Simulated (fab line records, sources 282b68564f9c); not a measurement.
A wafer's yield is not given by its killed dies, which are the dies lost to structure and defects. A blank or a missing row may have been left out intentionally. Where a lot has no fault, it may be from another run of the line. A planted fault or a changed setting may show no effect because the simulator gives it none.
Which of the tools did it? -- flow rit_cmos -- 13 lots, 39 wafers sampled, at 5 steps of a route of 202

WHAT THE GAUGES READ, wafer by wafer
RIT_PRETRO_OVL_MEAS_06. Usual: PRETRO_OVL gives 0.9 nm (standard deviation 1.5).
lot,measured,on,PRETRO_OVL (nm),flag
L272,day 2 14:39,overlay-01,1.1 1.3 0.0,
L276,day 3 11:57,overlay-02,0.2 1.0 0.6,
L277,day 3 19:49,overlay-02,-2.7 -0.8 -2.1,
L279,day 4 11:50,overlay-02,1.3 0.8 -0.4,
L282,day 5 02:29,overlay-01,1.4 1.8 1.4,
L283,day 5 09:47,overlay-01,-0.4 -0.1 -1.0,
L285,day 5 15:41,overlay-01,2.2 1.6 2.0,
L286,day 5 21:51,overlay-01,1.3 0.4 -1.1,
L288,day 6 03:31,overlay-01,0.8 0.1 -1.1,
L289,day 6 17:53,overlay-01,3.1 2.2 2.0,
L291,day 6 18:29,overlay-01,3.5 3.9 4.6,
L292,day 7 04:49,overlay-02,2.3 0.7 0.6,
L293,day 7 06:49,overlay-02,-0.3 0.6 1.4,

RIT_PRETRO_TW_MEAS_10. Usual: PRETRO_TW gives 477 (standard deviation 4.3).
lot,measured,on,PRETRO_TW,flag
L272,day 2 15:16,film_metro-03,473 473 471,
L276,day 3 12:34,film_metro-01,483 482 482,
L277,day 3 20:26,film_metro-03,474 473 475,
L279,day 4 12:26,film_metro-04,476 477 477,
L282,day 5 03:06,film_metro-04,475 474 475,
L283,day 5 10:23,film_metro-04,473 474 475,
L285,day 5 16:22,film_metro-03,474 474 473,
L286,day 5 22:28,film_metro-04,475 475 474,
L288,day 6 04:08,film_metro-01,480 483 482,
L289,day 6 19:04,film_metro-04,471 477 478,
L291,day 6 19:34,film_metro-03,476 477 471,
L292,day 7 05:26,film_metro-04,478 473 472,
L293,day 7 07:41,film_metro-03,471 473 474,

RIT_FOX2_THK_MEAS_91. Usual: FIELD_OXIDE_LEFT_2_THK gives 241 nm (standard deviation 7).
lot,measured,on,FIELD_OXIDE_LEFT_2_THK (nm),flag
L272,day 2 15:44,film_metro-02,249 249 250,
L276,day 3 13:02,film_metro-03,251 248 250,
L277,day 3 20:55,film_metro-03,241 236 241,
L279,day 4 12:57,film_metro-02,237 236 240,
L282,day 5 03:38,film_metro-03,238 240 243,
L283,day 5 10:52,film_metro-01,245 247 242,
L285,day 5 16:51,film_metro-02,249 255 249,
L286,day 5 22:57,film_metro-03,241 241 248,
L288,day 6 04:36,film_metro-02,236 232 238,
L289,day 6 19:32,film_metro-01,229 221 228,
L291,day 6 20:02,film_metro-03,235 236 235,
L292,day 7 05:56,film_metro-01,244 238 246,
L293,day 7 08:10,film_metro-02,244 237 231,

RIT_SPACER_THK_MEAS_04. Usual: SPACER_NITRIDE_THK gives 253.3 nm (standard deviation 2.3).
lot,measured,on,SPACER_NITRIDE_THK (nm),flag
L272,day 3 12:33,film_metro-03,253.9 253.5 254.5,
L276,day 4 12:44,film_metro-03,249.1 251.7 249.6,
L277,day 4 22:18,film_metro-03,252.6 254.3 252.6,
L279,day 5 11:19,film_metro-03,250.5 249.0 249.1,
L282,day 6 09:34,film_metro-03,255.7 254.8 257.4,
L283,day 6 09:34,film_metro-01,253.0 253.6 254.9,
L285,day 6 14:37,film_metro-04,255.8 253.2 252.1,
L286,day 6 23:37,film_metro-04,258.0 259.1 256.6,
L288,day 7 01:01,film_metro-03,253.4 253.7 254.7,
L289,day 7 12:46,film_metro-04,166.7 167.2 167.4,OFF
L291,day 7 13:38,film_metro-04,248.2 251.7 251.6,
L292,day 7 22:25,film_metro-03,251.7 249.8 248.4,
L293,day 8 03:40,film_metro-01,254.7 254.2 253.7,

TOOL THAT RAN EACH LOT (tool first, then ch and the chambers of the sampled wafers, then the start)
lot,RIT_SPACER_CVD_03
L272,"lpcvd-02 ch 1, day 3 08:14"
L276,"lpcvd-01 ch 1, day 4 10:49"
L277,"lpcvd-02 ch 0, day 4 20:23"
L279,"lpcvd-01 ch 0, day 5 09:24"
L282,"lpcvd-01 ch 1, day 6 07:39"
L283,"lpcvd-01 ch 0, day 6 07:39"
L285,"lpcvd-01 ch 1, day 6 12:41"
L286,"lpcvd-02 ch 0, day 6 21:41"
L288,"lpcvd-01 ch 1, day 6 23:05"
L289,"lpcvd-02 ch 1, day 7 10:51"
L291,"lpcvd-01 ch 0, day 7 11:43"
L292,"lpcvd-01 ch 1, day 7 20:30"
L293,"lpcvd-02 ch 0, day 8 01:44"
- RIT_SPACER_CVD_03: deposits Si3N4 from SiH2Cl2/NH3, target thk 250 nm, time 3300 s.

WHAT THE TOOLS THEMSELVES READ (means of the sampled wafers that have a number; where no wafer has one, the mark that the record gives instead)
The record holds no such reading with a usual standard deviation.

THE ANSWER, worked out from the rows above alone
Rule: lot off if the mean of its wafers having a number is beyond 3 standard deviations from the usual mean. Also off: a lot with no number at a reading for which 4 or more lots have one. The other lots that the step has rows for count as sound. Order of review: gauges by route order, followed by the tools' own readings, for which a lot's mean as printed above is used. The first step at which some lot is off is used, and at that step the reading that is off furthest; a lot without a number counts as furthest.
Off: L289, seen at RIT_SPACER_THK_MEAS_04 (SPACER_NITRIDE_THK).
If a tool, at a process step before that reading, ran all the lots that are off and no sound lot after the first of them, it fits. The gauges at RIT_SPACER_THK_MEAS_04 are tried like those tools. No candidate that was tried fits.

WHAT THE SIMULATOR PUT IN
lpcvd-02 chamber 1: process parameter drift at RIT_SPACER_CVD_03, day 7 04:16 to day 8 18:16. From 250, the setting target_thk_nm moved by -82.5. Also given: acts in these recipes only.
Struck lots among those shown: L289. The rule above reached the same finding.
